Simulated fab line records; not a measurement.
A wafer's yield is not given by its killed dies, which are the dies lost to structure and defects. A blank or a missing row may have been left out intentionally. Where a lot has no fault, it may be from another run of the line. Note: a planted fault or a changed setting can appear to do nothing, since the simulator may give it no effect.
Problem report in the 8D (eight disciplines) form, filled by code ; flow ritCmos ; the parts of the form that need people (team, actions taken, sign-off) are left out

1. THE ISSUE
runLengthS at RIT_PLDD_STRIP_09 reads a mean of 72.3 s on 3 wafers of 1 lot; wafers without a fault read 208.5 s with a standard deviation of 0.43. That is -99 or more standard deviations from the usual mean.
The step: strips in O2, time 180 s.
The first sign was on wafer L279.3 at day 5 01:42, on plasmaAsher-02. The record has a number at this step for 15 wafers belonging to 5 lots. By rule, "out" or "out of limits" means more than 4 standard deviations away from the usual mean. Any other wafer with a number is counted as sound.

2. WHAT THIS IS AND IS NOT
question;is;is not
which readings at this step;runLengthS;drypumpMotorCurrentA
which lots;L279;L271, L273, L287, L288
which wafers of those lots;all that have a number;-
read on which tools;plasmaAsher-02;plasmaAsher-03, plasmaAsher-04
when;from day 5 01:42;"up to then (6 sound wafers); but 6 sound wafers of L287, L288 came after"

3. SUSPECTS, AND WHAT RULES EACH OUT
Counting: a tool at a process step up to the reading stays a suspect if it ran every lot that is out and no sound lot after the first of them.
- plasmaAsher-01 at RIT_NLDD_STRIP_09 (strips in O2, time 180 s): kept. It ran the lot that is out, L279 (day 5 00:15), and no sound lot after that.
- plasmaAsher-02 at RIT_PLDD_STRIP_09 (strips in O2, time 180 s): ruled out as a lasting fault. Sound lots L288 ran on it after its first lot that is out, L279 (day 5 01:42).
Remaining after the count: plasmaAsher-01 at RIT_NLDD_STRIP_09.

4. THE CAUSE (what the simulator had put in)
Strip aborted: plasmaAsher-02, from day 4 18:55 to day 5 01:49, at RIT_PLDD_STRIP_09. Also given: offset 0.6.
Counting ruled it out, wrongly.

5. SEQUENCE OF EFFECTS, ordered by route
Each row: a reading whose mean over the struck wafers that have a number lies more than 3 standard deviations from the usual. Scope: only readings with a usual standard deviation given in the record; hours: median across lots of the time from each lot's start at the first step in this table that gives one to its start at this step; sigmas: change in usual standard deviations.
hours;step;reading;usual;on struck wafers;change;sigmas
0;RIT_PLDD_STRIP_09;runLengthS;208.5 s;72.3;-136.2;-99 or more
It contains these process steps:
- RIT_PLDD_STRIP_09: strips in O2, time 180 s.
Later measuring or inspecting steps at which every struck wafer that the step has a row for has a number for every such reading, and none has moved that far: RIT_PLDD_TW_MEAS_10.

6. WHAT WOULD HAVE CAUGHT IT SOONER
7 hours passed between the start of the fault at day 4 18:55 and the first reading out of limits in this record, taken at day 5 01:42.
